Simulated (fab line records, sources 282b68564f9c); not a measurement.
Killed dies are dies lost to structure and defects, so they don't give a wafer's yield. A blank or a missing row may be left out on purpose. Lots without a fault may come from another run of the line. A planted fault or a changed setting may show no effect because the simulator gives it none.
fab line records | flow rit_cmos
record lots=14 wafers=42 last_day=7
route steps=202 shown CONTACT@168
lots that met no fault: from a run of the same line without faults
start_h: hours from the record's first day to the start of the lot's first wafer shown | wait_h: hours since the lot's step before | " the same as in the row above | L1.1+2: a row that stands for several wafers | - no value, or no start given | * or withheld: withheld | < > ~ a bound
route shown NAME@n: a module of which the file shows steps, and the number in the route of the first | usual: mean/standard deviation of fault-free wafers | same: alike in all rows | chamber/n: place in a boat | sites: the reading at each site | _std_site: their standard deviation | _edge_site: outer sites' mean less inner sites' | radius_mm: how far each site lies from the wafer's centre | mask NAME#n: copy n | behind: the tool/chamber that last shaped the wafer | hold: why the lot was held/for how many hours/how that ended | device: the transistor (n, p or np) that didn't switch | end of line: the same wafers' tests at the end of the route | a step without rows: its recipe alone | killed: dies lost to structure and defects at the first sort, not the wafer's yield | map: a wafer's dies, x killed, . not, _ none there
set.NAME: the setting as run; set.NAME@STEP: as run at that earlier step | model.NAME: the simulator's own value behind a step, which no gauge read
steps of the route over a sample of lots; a table a step, a row a wafer
services: from which hour (start_h, from the record's first day; less than 0 if before it) a tool's chamber was out of use, for how many hours, and why
## steps
# step RIT_CONTACT_CVD_00
# recipe material=SiO2 target_thk_nm=400 precursor=TEOS temp_c=390 time_s=61 rf_w=400
# usual heater_power_w=307/35 run_length_s=88.7/0.42
# columns lot.wafer tool chamber start_h wait_h heater_power_w run_length_s
L165.2 pecvd-02 1 51.12 0.0 320 89.1
L165.4 " 0 " " 344 89.1
L165.5 " 1 " " 331 89.3
L167.2 pecvd-03 1 66.72 0.0 318 89.0
L167.5 " 0 " " 306 88.5
L167.6 " 1 " " 307 88.8
L170.2 pecvd-03 1 79.77 0.0 326 88.9
L170.5 " 1 " " 333 88.9
L170.6 " 2 " " 212 88.3
L171.2 pecvd-02 0 89.18 0.1 344 89.0
L171.5 " 0 " " 340 88.7
L171.6 " 1 " " 287 88.8
L172.1 pecvd-01 0 93.90 0.1 326 88.7
L172.4 " 2 " " 332 88.4
L172.6 " 1 " " 319 88.6
L174.2 pecvd-02 0 98.10 0.0 310 89.1
L174.5 " 0 " " 310 89.5
L174.6 " 1 " " 312 88.9
L175.1 pecvd-01 0 106.23 0.1 292 88.5
L175.5 " 0 " " 321 88.5
L175.6 " 2 " " 276 88.1
L176.1 pecvd-03 2 110.66 0.1 263 88.2
L176.4 " 0 " " 230 88.3
L176.6 " 2 " " 267 88.2
L178.2 pecvd-01 1 120.44 0.0 347 89.1
L178.4 " 0 " " 366 88.8
L178.5 " 2 " " 334 88.3
L179.3 pecvd-03 2 126.68 0.0 288 89.0
L179.4 " 1 " " 300 88.9
L179.5 " 2 " " 300 89.2
L181.1 pecvd-01 2 138.17 0.1 362 80.1
L181.4 " 2 " " 362 79.6
L181.5 " 2 " " 379 79.8
L184.1 pecvd-01 2 151.76 0.1 384 79.4
L184.2 " 0 " " 370 80.1
L184.5 " 0 " " 317 80.1
L185.1 pecvd-03 1 155.08 0.1 276 88.9
L185.2 " 2 " " 288 88.4
L185.4 " 0 " " 302 88.8
L188.3 pecvd-03 0 169.76 0.0 320 88.6
L188.5 " 1 " " 267 89.1
L188.6 " 2 " " 250 88.1
# step RIT_CONTACT_THK_MEAS_01
# recipe reads=SiO2_of_CONTACT_CVD_00
# usual CONTACT_TEOS_THK=401/6
# columns lot.wafer tool chamber start_h wait_h CONTACT_TEOS_THK[nm]
L165.2 film_metro-04 - 51.19 0.0 404
L165.4 " - " " 411
L165.5 " - " " 405
L167.2 film_metro-03 - 66.78 0.0 402
L167.5 " - " " 408
L167.6 " - " " 403
L170.2 film_metro-04 - 79.83 0.0 400
L170.5 " - " " 403
L170.6 " - " " 411
L171.2 film_metro-04 - 89.24 0.0 404
L171.5 " - " " 406
L171.6 " - " " 403
L172.1 film_metro-03 - 93.95 0.0 403
L172.4 " - " " 415
L172.6 " - " " 411
L174.2 film_metro-04 - 98.16 0.0 395
L174.5 " - " " 407
L174.6 " - " " 401
L175.1 film_metro-04 - 106.28 0.0 396
L175.5 " - " " 408
L175.6 " - " " 409
L176.1 film_metro-02 - 110.71 0.0 403
L176.4 " - " " 404
L176.6 " - " " 411
L178.2 film_metro-02 - 120.51 0.0 396
L178.4 " - " " 399
L178.5 " - " " 404
L179.3 film_metro-03 - 126.75 0.0 404
L179.4 " - " " 403
L179.5 " - " " 409
L181.1 film_metro-03 - 138.25 0.1 351
L181.4 " - " " 355
L181.5 " - " " 356
L184.1 film_metro-02 - 151.84 0.1 348
L184.2 " - " " 342
L184.5 " - " " 349
L185.1 film_metro-04 - 155.13 0.0 397
L185.2 " - " " 399
L185.4 " - " " 403
L188.3 film_metro-02 - 169.84 0.0 399
L188.5 " - " " 398
L188.6 " - " " 407
## services
# columns tool chamber start_h hours kind
pecvd-02 - 47.61 1.3 repair
pecvd-01 2 114.40 2.5 repair
pecvd-01 1 134.73 29.9 repair
pecvd-02 - 161.97 7.7 repair
## key
first_sign step=RIT_CONTACT_CVD_00 reading=run_length_s direction=down sigmas=21 usual=* struck=*
effect step=RIT_CONTACT_THK_MEAS_01 reading=CONTACT_TEOS_THK direction=down sigmas=8.6 usual=401 struck=350
met_at RIT_CONTACT_CVD_00
struck_lots L181,L184
tester_left_out L181,L184
onset_between 120.44 138.17
fault kind=process_parameter_drift tool=pecvd-01 chamber=- onset_h=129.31 steps=RIT_CONTACT_CVD_00 channel=time_s offset=* shape=step end_h=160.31 stated=*
# tester_left_out: of these lots the tester's yield and bins aren't shown, on N5 and GAA mostly nor the transistor test; their killed dies are dies lost to structure and defects alone, not to doping, threshold or leakage, so they don't give the yield
